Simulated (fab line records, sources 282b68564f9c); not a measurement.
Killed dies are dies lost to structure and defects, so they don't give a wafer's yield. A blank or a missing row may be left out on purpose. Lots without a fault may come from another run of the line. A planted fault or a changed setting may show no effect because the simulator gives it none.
A struck lot beside a sound one | flow rit_cmos | 21 steps out of a route of 202
Sound: wafers L346.1, L346.3, L346.4. Struck: wafers L354.2, L354.3, L354.6. The cause comes at the end.
At each step with rows: each side's tool, then ch and its chambers, then its first start. Under that, the readings that differ: sound wafers | struck wafers | difference of the means | sigmas: that difference in standard deviations of wafers without a fault.
alike: readings whose means differ by less than 2 such deviations, and words and numbers that are the same on both sides. not compared: withheld readings, readings that some wafer has no value for, bounds like >300 that may hide the same value, and numbers for which the record gives no deviation and whose values overlap.
The two part at a step that has a row with sigmas, a row that says differs or no value, or rows on one side only. Numbers that don't overlap but have no deviation are shown without sigmas and don't part them. A reading that every wafer of one side lacks parts them only if that side has two wafers or more.

first, 6 steps without rows for these wafers: RIT_NLDD_HMDS_00 (prime time 60 s); RIT_NLDD_COAT_01 (resist thk 1000 nm); RIT_NLDD_SOFTBAKE_02 (time 60 s); RIT_NLDD_EXPOSE_03 (exposes mask M7, target cd 40700 nm); RIT_NLDD_PEB_04; RIT_NLDD_DEVELOP_05 (develop time 50 s).
RIT_NLDD_OVL_MEAS_06:
  sound on overlay-02, day 3 14:07; struck on overlay-01, day 5 08:58
  alike: NLDD_OVL
then, 2 steps without rows for these wafers: RIT_NLDD_HARDBAKE_07 (time 60 s); RIT_NLDD_IMPLANT_08.
RIT_NLDD_STRIP_09: strips in O2, time 180 s.
  sound on plasma_asher-02 ch 0,1, day 3 14:28; struck on plasma_asher-04 ch 0,1, day 5 09:18
  alike: drypump_motor_current_A, rf_refl_power_W
  not compared: rf_hours_counter_h
RIT_NLDD_TW_MEAS_10:
  sound on film_metro-01, day 3 14:38; struck on film_metro-01, day 5 09:29
  alike: NLDD_TW
then, 1 step without rows for these wafers: RIT_PLDD_HMDS_00 (prime time 60 s).
RIT_PLDD_COAT_01: resist thk 1000 nm.
  sound on litho_track-03 ch 0, day 3 14:50; struck on litho_track-03 ch 0, day 5 09:43
  reading                                   | sound           | struck            | difference | sigmas
  model.NOVOLAK_of_PLDD_COAT_01.thk_nm (nm) | 997 999.1 995.6 | 961.6 963.3 959.4 | -35.8      |
  alike: dispense_pressure_kPa, spin_speed_rpm
then, 4 steps without rows for these wafers: RIT_PLDD_SOFTBAKE_02 (time 60 s); RIT_PLDD_EXPOSE_03 (exposes mask M8, target cd 40900 nm); RIT_PLDD_PEB_04; RIT_PLDD_DEVELOP_05 (develop time 50 s).
RIT_PLDD_OVL_MEAS_06:
  sound on overlay-02, day 3 15:40; struck on overlay-02, day 5 10:23
  alike: PLDD_OVL
RIT_PLDD_HARDBAKE_07: time 60 s.
  sound on litho_track-02 ch 0, day 3 15:42; struck on litho_track-03 ch 0, day 5 10:27
  reading                                   | sound             | struck            | difference | sigmas
  model.NOVOLAK_of_PLDD_COAT_01.thk_nm (nm) | 881.2 882.9 879.9 | 850.1 851.7 848.3 | -31.3      |
then, 1 step without rows for these wafers: RIT_PLDD_IMPLANT_08.
RIT_M1_PROBE_99:
  sound on prober-02, day 4 06:05; struck on prober-02, day 6 00:46
  reading      | sound | struck | difference | sigmas
  killed_short | 9 6 6 | 2 2 1  | -5         | -3
  alike: killed_at_M0_to_M3, killed_at_contacts, killed_at_front_end, killed_dies, killed_on_rim, killed_open

WHERE THEY PART
Only at RIT_M1_PROBE_99, within this record.

WHY: what the simulator had put in
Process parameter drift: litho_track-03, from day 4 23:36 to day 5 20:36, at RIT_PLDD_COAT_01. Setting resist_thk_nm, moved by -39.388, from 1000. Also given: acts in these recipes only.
